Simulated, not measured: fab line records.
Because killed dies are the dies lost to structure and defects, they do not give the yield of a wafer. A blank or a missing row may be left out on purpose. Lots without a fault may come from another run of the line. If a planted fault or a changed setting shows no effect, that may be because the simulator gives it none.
Which tool was responsible? / flow rit cmos / Sampling: 13 lots, 39 wafers, 5 of 202 route steps

WHAT EACH GAUGE READ, for each wafer
RIT_SILICIDE_THK_MEAS_03: measures by xrf. Usual: SILICIDE_TI_THK 29.6 nm, standard deviation 0.39.
lot=L968; measured=day 3 14:16; on=film metro-02; SILICIDE_TI_THK (nm)=29.2 29.5 28.4; flag=
lot=L969; measured=day 3 18:34; on=film metro-03; SILICIDE_TI_THK (nm)=29.6 29.9 29.6; flag=
lot=L970; measured=day 3 23:58; on=film metro-02; SILICIDE_TI_THK (nm)=29.8 30.0 30.0; flag=
lot=L971; measured=day 4 02:31; on=film metro-04; SILICIDE_TI_THK (nm)=30.6 30.3 30.3; flag=
lot=L972; measured=day 4 07:47; on=film metro-04; SILICIDE_TI_THK (nm)=29.5 29.7 29.5; flag=
lot=L973; measured=day 4 14:20; on=film metro-04; SILICIDE_TI_THK (nm)=29.7 30.1 29.6; flag=
lot=L975; measured=day 5 03:32; on=film metro-03; SILICIDE_TI_THK (nm)=29.1 29.3 29.3; flag=
lot=L976; measured=day 5 06:03; on=film metro-03; SILICIDE_TI_THK (nm)=29.4 29.9 29.1; flag=
lot=L979; measured=day 5 19:38; on=film metro-04; SILICIDE_TI_THK (nm)=29.0 29.4 29.5; flag=
lot=L980; measured=day 6 00:31; on=film metro-02; SILICIDE_TI_THK (nm)=29.5 29.6 29.3; flag=
lot=L987; measured=day 7 12:59; on=film metro-02; SILICIDE_TI_THK (nm)=29.1 29.6 29.3; flag=
lot=L988; measured=day 7 15:05; on=film metro-03; SILICIDE_TI_THK (nm)=29.9 29.9 29.6; flag=
lot=L990; measured=day 8 02:08; on=film metro-03; SILICIDE_TI_THK (nm)=29.8 30.1 29.9; flag=

RIT_CONTACT_THK_MEAS_01. Usual: CONTACT_TEOS_THK 399 nm, standard deviation 4.7.
lot=L968; measured=day 3 14:32; on=film metro-04; CONTACT_TEOS_THK (nm)=399 402 402; flag=
lot=L969; measured=day 3 18:51; on=film metro-01; CONTACT_TEOS_THK (nm)=400 397 400; flag=
lot=L970; measured=day 4 00:14; on=film metro-01; CONTACT_TEOS_THK (nm)=396 398 392; flag=
lot=L971; measured=day 4 02:48; on=film metro-01; CONTACT_TEOS_THK (nm)=394 395 402; flag=
lot=L972; measured=day 4 08:04; on=film metro-01; CONTACT_TEOS_THK (nm)=395 398 400; flag=
lot=L973; measured=day 4 14:37; on=film metro-01; CONTACT_TEOS_THK (nm)=396 395 402; flag=
lot=L975; measured=day 5 03:49; on=film metro-04; CONTACT_TEOS_THK (nm)=396 399 406; flag=
lot=L976; measured=day 5 06:20; on=film metro-01; CONTACT_TEOS_THK (nm)=394 397 399; flag=
lot=L979; measured=day 5 19:55; on=film metro-04; CONTACT_TEOS_THK (nm)=394 397 401; flag=
lot=L980; measured=day 6 00:49; on=film metro-01; CONTACT_TEOS_THK (nm)=391 415 392; flag=
lot=L987; measured=day 7 13:17; on=film metro-03; CONTACT_TEOS_THK (nm)=403 398 403; flag=
lot=L988; measured=day 7 15:23; on=film metro-01; CONTACT_TEOS_THK (nm)=401 402 402; flag=
lot=L990; measured=day 8 02:25; on=film metro-03; CONTACT_TEOS_THK (nm)=396 396 398; flag=

RIT_M1_BOW_MEAS_16. Usual: M1_BOW 17 um, standard deviation 6.3.
lot=L968; measured=day 3 20:55; on=film metro-01; M1_BOW (um)=26 16 1; flag=
lot=L969; measured=day 4 01:03; on=film metro-01; M1_BOW (um)=32 23 25; flag=
lot=L970; measured=day 4 06:35; on=film metro-01; M1_BOW (um)=14 12 22; flag=
lot=L971; measured=day 4 09:01; on=film metro-01; M1_BOW (um)=18 18 29; flag=
lot=L972; measured=day 4 14:25; on=film metro-02; M1_BOW (um)=14 5 21; flag=
lot=L973; measured=day 4 20:55; on=film metro-01; M1_BOW (um)=12 14 24; flag=
lot=L975; measured=day 6 07:12; on=film metro-01; M1_BOW (um)=11 30 21; flag=
lot=L976; measured=day 6 07:18; on=film metro-02; M1_BOW (um)=8 12 18; flag=
lot=L979; measured=day 6 07:25; on=film metro-02; M1_BOW (um)=17 23 13; flag=
lot=L980; measured=day 6 07:20; on=film metro-04; M1_BOW (um)=19 18 11; flag=
lot=L987; measured=day 7 19:22; on=film metro-04; M1_BOW (um)=8 8 13; flag=
lot=L988; measured=day 7 21:51; on=film metro-01; M1_BOW (um)=21 29 19; flag=
lot=L990; measured=day 8 08:46; on=film metro-01; M1_BOW (um)=10 11 20; flag=

EACH LOT AND THE TOOL THAT RAN IT (in order: tool; ch and the chambers of the sampled wafers; start)
lot=L968; RIT_NSD_STRIP_09=plasma asher-02 ch 0,1, day 3 11:24; RIT_CONTACT_CVD_00=pecvd-03 ch 0,1,2, day 3 14:29
lot=L969; RIT_NSD_STRIP_09=plasma asher-02 ch 0, day 3 15:43; RIT_CONTACT_CVD_00=pecvd-01 ch 0,1,2, day 3 18:47
lot=L970; RIT_NSD_STRIP_09=plasma asher-02 ch 0,1, day 3 20:59; RIT_CONTACT_CVD_00=pecvd-02 ch 0,2, day 4 00:11
lot=L971; RIT_NSD_STRIP_09=plasma asher-01 ch 0,1, day 3 23:40; RIT_CONTACT_CVD_00=pecvd-03 ch 1,2, day 4 02:45
lot=L972; RIT_NSD_STRIP_09=plasma asher-02 ch 0,1, day 4 04:55; RIT_CONTACT_CVD_00=pecvd-02 ch 0,2, day 4 08:01
lot=L973; RIT_NSD_STRIP_09=plasma asher-02 ch 0,1, day 4 11:05; RIT_CONTACT_CVD_00=pecvd-03 ch 0,1, day 4 14:34
lot=L975; RIT_NSD_STRIP_09=plasma asher-02 ch 0,1, day 5 00:25; RIT_CONTACT_CVD_00=pecvd-01 ch 0,1, day 5 03:45
lot=L976; RIT_NSD_STRIP_09=plasma asher-01 ch 0,1, day 5 03:12; RIT_CONTACT_CVD_00=pecvd-03 ch 0,1,2, day 5 06:17
lot=L979; RIT_NSD_STRIP_09=plasma asher-02 ch 0,1, day 5 16:40; RIT_CONTACT_CVD_00=pecvd-03 ch 0,2, day 5 19:52
lot=L980; RIT_NSD_STRIP_09=plasma asher-01 ch 0,1, day 5 21:38; RIT_CONTACT_CVD_00=pecvd-02 ch 0,2, day 6 00:46
lot=L987; RIT_NSD_STRIP_09=plasma asher-04 ch 0,1, day 7 09:50; RIT_CONTACT_CVD_00=pecvd-01 ch 0,1,2, day 7 13:14
lot=L988; RIT_NSD_STRIP_09=plasma asher-04 ch 0,1, day 7 12:11; RIT_CONTACT_CVD_00=pecvd-03 ch 0,1,2, day 7 15:19
lot=L990; RIT_NSD_STRIP_09=plasma asher-04 ch 0,1, day 7 23:16; RIT_CONTACT_CVD_00=pecvd-01 ch 0,1,2, day 8 02:22
- RIT_NSD_STRIP_09: strips in O2, time 180 s.
- RIT_CONTACT_CVD_00: deposits SiO2 from TEOS, target thk 400 nm, time 61 s.

AS READ BY THE TOOLS THEMSELVES (means over the sampled wafers that have a number; for cases with no such wafer, the mark the record gives instead)
RIT_NSD_STRIP_09. Usual: drypump motor current A 5.8 A, standard deviation 0.35.
lot=L968; tool=plasma asher-02; drypump motor current A (A)=5.7; flag=
lot=L969; tool=plasma asher-02; drypump motor current A (A)=5.6; flag=
lot=L970; tool=plasma asher-02; drypump motor current A (A)=5.7; flag=
lot=L971; tool=plasma asher-01; drypump motor current A (A)=5.7; flag=
lot=L972; tool=plasma asher-02; drypump motor current A (A)=5.6; flag=
lot=L973; tool=plasma asher-02; drypump motor current A (A)=5.7; flag=
lot=L975; tool=plasma asher-02; drypump motor current A (A)=5.7; flag=
lot=L976; tool=plasma asher-01; drypump motor current A (A)=5.7; flag=
lot=L979; tool=plasma asher-02; drypump motor current A (A)=5.7; flag=
lot=L980; tool=plasma asher-01; drypump motor current A (A)=5.7; flag=
lot=L987; tool=plasma asher-04; drypump motor current A (A)=5.8; flag=
lot=L988; tool=plasma asher-04; drypump motor current A (A)=5.8; flag=
lot=L990; tool=plasma asher-04; drypump motor current A (A)=5.8; flag=

RIT_CONTACT_CVD_00. Usual: heater power w 313 W, standard deviation 45.
lot=L968; tool=pecvd-03; heater power w (W)=329; flag=
lot=L969; tool=pecvd-01; heater power w (W)=312; flag=
lot=L970; tool=pecvd-02; heater power w (W)=309; flag=
lot=L971; tool=pecvd-03; heater power w (W)=326; flag=
lot=L972; tool=pecvd-02; heater power w (W)=347; flag=
lot=L973; tool=pecvd-03; heater power w (W)=266; flag=
lot=L975; tool=pecvd-01; heater power w (W)=322; flag=
lot=L976; tool=pecvd-03; heater power w (W)=323; flag=
lot=L979; tool=pecvd-03; heater power w (W)=278; flag=
lot=L980; tool=pecvd-02; heater power w (W)=333; flag=
lot=L987; tool=pecvd-01; heater power w (W)=291; flag=
lot=L988; tool=pecvd-03; heater power w (W)=309; flag=
lot=L990; tool=pecvd-01; heater power w (W)=282; flag=

THE ANSWER, worked out from the rows above alone
Rule: take the mean of a lot's wafers that have a number; if it is more than 3 standard deviations from the usual mean, the lot is off. Also off: a lot with no number at a reading for which 4 or more lots have one. All remaining lots with rows at the step are treated as sound. After the gauges, taken in route order, come the tools' own readings; for these a lot's mean is taken, as printed above. The first step at which some lot is off is used, and at that step the reading that is off furthest; a lot without a number counts as furthest.
No lot is off at any reading shown: from this, nothing can be told.

WHAT WAS PUT IN BY THE SIMULATOR
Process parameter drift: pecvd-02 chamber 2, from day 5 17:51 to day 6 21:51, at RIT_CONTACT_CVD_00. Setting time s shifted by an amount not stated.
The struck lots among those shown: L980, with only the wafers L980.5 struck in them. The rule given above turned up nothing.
